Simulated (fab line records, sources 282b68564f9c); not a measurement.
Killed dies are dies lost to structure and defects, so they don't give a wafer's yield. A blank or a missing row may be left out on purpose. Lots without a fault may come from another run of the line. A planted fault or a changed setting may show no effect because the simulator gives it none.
Which tool did it? | flow rit_cmos | 14 lots, 42 wafers sampled, at 2 steps of a route of 202

WHAT THE GAUGES READ, wafer by wafer
The record holds no reading of a measuring or inspecting step that can be judged against a usual standard deviation.

WHICH TOOL RAN EACH LOT (tool, then ch and the chambers of the sampled wafers, then the start)
lot  | RIT_FOX2_OXIDATION_00        | RIT_M1_PROBE_99
L299 | furnace-02 ch 0, day 1 17:11 | prober-01, day 3 10:27
L300 | furnace-02 ch 0, day 1 22:25 | prober-01, day 3 15:47
L301 | furnace-04 ch 0, day 2 04:44 | prober-02, day 4 00:46
L302 | furnace-02 ch 0, day 2 08:25 | prober-01, day 4 02:16
L303 | furnace-02 ch 0, day 2 13:18 | prober-02, day 4 06:01
L308 | furnace-02 ch 0, day 3 14:09 | prober-01, day 5 10:10
L309 | furnace-02 ch 0, day 3 19:40 | prober-02, day 5 11:55
L310 | furnace-04 ch 0, day 4 02:04 | prober-01, day 5 18:52
L311 | furnace-02 ch 0, day 4 06:16 | prober-02, day 6 01:58
L317 | furnace-02 ch 0, day 5 16:59 | prober-02, day 7 08:34
L318 | furnace-02 ch 0, day 5 18:18 | prober-01, day 7 10:40
L319 | furnace-04 ch 0, day 5 23:02 | prober-02, day 7 18:12
L320 | furnace-04 ch 0, day 6 03:32 | prober-01, day 7 20:55
L321 | furnace-04 ch 0, day 6 07:16 | prober-02, day 8 00:22
- RIT_FOX2_OXIDATION_00: target thk 350.7 nm, ox time 1130 s.
- RIT_M1_PROBE_99

WHAT THE TOOLS THEMSELVES READ (means of the sampled wafers that have a number; where no wafer has one, the mark that the record gives instead)
RIT_M1_PROBE_99.
lot  | tool      | killed_at_M0_to_M3 | killed_at_contacts | killed_at_front_end | killed_dies | killed_on_rim | killed_open | killed_short
L299 | prober-01 | 0.0                | 0.0                | 7                   | 7           | 1.3           | 3.3         | 3.3
L300 | prober-01 | 1.7                | 0.0                | 6                   | 8           | 2.3           | 2.7         | 3.7
L301 | prober-02 | 0.0                | 0.0                | 9                   | 9           | 1.3           | 4.0         | 5.0
L302 | prober-01 | 0.0                | 0.0                | 6                   | 6           | 3.0           | 2.7         | 3.7
L303 | prober-02 | 0.0                | 0.0                | 6                   | 6           | 1.0           | 4.3         | 1.7
L308 | prober-01 | 0.0                | 0.0                | 9                   | 9           | 3.3           | 4.7         | 4.0
L309 | prober-02 | 0.0                | 0.0                | 5                   | 5           | 1.0           | 2.3         | 3.0
L310 | prober-01 | 0.0                | 0.0                | 7                   | 7           | 1.0           | 3.7         | 3.3
L311 | prober-02 | 0.0                | 0.3                | 5                   | 5           | 1.0           | 2.3         | 2.7
L317 | prober-02 | 0.0                | 0.0                | 123                 | 123         | 32.3          | 2.3         | 2.7
L318 | prober-01 | 0.0                | 0.3                | 126                 | 126         | 31.3          | 2.3         | 2.3
L319 | prober-02 | 0.0                | 0.7                | 8                   | 9           | 3.3           | 5.3         | 3.7
L320 | prober-01 | 0.0                | 0.0                | 6                   | 6           | 1.0           | 3.3         | 2.3
L321 | prober-02 | 0.0                | 0.0                | 6                   | 6           | 0.7           | 3.3         | 2.3

THE ANSWER, worked out from the rows above alone
Rule: what is usual is taken from the lots themselves. Put in order of their means at a reading, lots are off if they are a third of the lots or fewer, leave a main group of 4 or more, and stand apart from it by a gap of 3 or more times the standard deviation of the main group's means; of several such gaps the widest counts. A main group whose means are all the same, to the digits that the tables above print for the reading, isn't used. A lot without any number at a reading at which 4 lots or more have one is off too. The other lots that the step has rows for count as sound. The gauges are gone through in route order, then the tools' own readings, and for those a lot's mean is taken as printed above. The first step at which some lot is off is used, and at that step the reading that is off furthest; a lot without a number counts as furthest.
Off: L317, L318, at RIT_M1_PROBE_99 (killed_at_front_end). The main group: mean 7, standard deviation 1.3.
A tool fits if, at that step or a process step before it, it ran every lot that is off, and no sound lot after the first of them. One fits: furnace-02 at RIT_FOX2_OXIDATION_00. Its last sound lot is L311 (day 4 06:16), its first lot that is off L317 (day 5 16:59): a fault that began between those two fits.

WHAT THE SIMULATOR HAD PUT IN
Chamber particle source: furnace-02, from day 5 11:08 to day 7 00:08, at RIT_FOX2_OXIDATION_00. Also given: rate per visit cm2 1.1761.
Lots struck among those shown: L317, L318. The rule above found the same.
